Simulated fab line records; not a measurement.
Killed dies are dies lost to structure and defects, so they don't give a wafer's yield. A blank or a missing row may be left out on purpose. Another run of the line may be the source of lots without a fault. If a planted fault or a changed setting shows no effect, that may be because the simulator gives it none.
Struck lot and sound lot, side by side | flow berkeley-cmos170 | 15 steps out of a route of 331
Sound: these wafers, L816.1, L816.3, L816.5. Struck: wafers L825.1, L825.3, L825.4. Last of all comes the cause.
At each step with rows: each side's tool, then ch and its chambers, then its first start. Under that, the readings that differ: sound wafers | struck wafers | difference of the means | sigmas: that difference in standard deviations of wafers without a fault.
alike: readings whose means differ by less than 2 such deviations, and words and numbers that are the same on both sides. not compared: withheld readings, readings that some wafer has no value for, bounds like >300 that may hide the same value, and numbers for which the record gives no deviation and whose values overlap.
Wherever a step has rows on one side only, a row that says differs or no value, or a row with sigmas, the two part there. Numbers that don't overlap but have no deviation are shown without sigmas and don't part them. Lack of a reading on every wafer of one side parts them only where that side has two or more wafers.

first, 2 steps without rows for these wafers: UCB170_GATE_ANNEAL_03 (time 1800 s); UCB170_GATE_CVD_04 (deposits poly-Si from SiH4, time 1440 s, target thk 214 nm).
UCB170_GATE_THK_MEAS_05:
  struck on film-metro-04, day 8 19:40; sound on film-metro-02, day 7 10:56
  alike: GATE_POLY_THK
then, 6 steps without rows for these wafers: UCB170_GATE_COAT_06; UCB170_GATE_COAT_07 (resist thk 900 nm); UCB170_GATE_SOFTBAKE_08 (time 60 s); UCB170_GATE_EXPOSE_09 (exposes mask POLY, target cd 350 nm); UCB170_GATE_PEB_10; UCB170_GATE_DEVELOP_11 (develop time 45 s).
UCB170_GATE_CD_MEAS_12 targets a cd of 350 nm.
  struck on cd-sem-01, day 8 21:12; sound on cd-sem-01, day 7 12:22
  alike: cd-nm
UCB170_GATE_OVL_MEAS_13:
  struck on overlay-02, day 8 21:19; sound on overlay-01, day 7 12:29
  alike: GATE_OVL
UCB170_GATE_ETCH_14: etches BARC in N2/H2.
  sound on rie-diel-01 ch 1,2, day 7 12:32; struck on rie-diel-02 ch 0,2,3, day 8 21:22
  alike: drypump-motor-current-A, oes-product-au, throttle-valve-pct
UCB170_GATE_ETCH_15: etches poly-Si in HBr/Cl2, stops on SiO2, time 56.3 s, target depth 278.2 nm.
  sound on rie-si-02 ch 0,2, day 7 12:34; struck on rie-si-02 ch 0,1,2, day 8 21:24
  reading                                     | sound             | struck            | difference | sigmas
  oes-product-au (a.u.)                       | 0.830 0.819 0.827 | 0.706 0.701 0.703 | -0.122     | -12
  run-length-s (s)                            | 85.4 85.2 85.4    | 100.9 101.2 100.7 | +15.6      | +27
  model.KrF_of_GATE_COAT_07.thk-nm (nm)       | 773.9 773.6 773.5 | 745 740.3 748.6   | -29        |
  model.SiO2_of_GATE_OXIDATION_01.thk-nm (nm) | 6.462 6.652 6.541 | 5.292 5.114 5.303 | -1.315     |
  alike: drypump-motor-current-A, throttle-valve-pct
  not compared: rf-hours-counter-h
UCB170_GATE_STRIP_16: strips in O2.
  sound on plasma-asher-04 ch 0,1, day 7 12:37; struck on plasma-asher-04 ch 0,1, day 8 21:27
  alike: drypump-motor-current-A, oes-product-au
  not compared: rf-hours-counter-h
UCB170_M3_PROBE_99:
  struck on prober-02, day 10 17:54; sound on prober-02, day 9 06:43
  reading                                 | sound                         | struck                    | difference | sigmas
  model.etest.pldd.line-ohm-um            | 1875 1768 1853                | 1714 1628 1740            | -138       |
  model.etest.pldd.rs-ohm-sq              | 1111 1055 1126                | 1047 986.4 1038           | -74        |
  model.etest.nldd.rs-ohm-sq              | 775.6 780.8 773               | 747.5 749 753.8           | -26.4      |
  model.etest.antenna-poly.vt-shift-v (V) | -0.008497 -0.005555 -0.005235 | -0.0192 -0.01224 -0.01514 | -0.0091    |

WHERE THEY PART
Only at UCB170_GATE_ETCH_15, as far as this record shows. Later steps at which nothing parts them and some readings are alike: UCB170_GATE_STRIP_16.

WHY: whatever the simulator had introduced
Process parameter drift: rie-si-02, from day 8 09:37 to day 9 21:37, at UCB170_GATE_ETCH_15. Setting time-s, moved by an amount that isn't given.
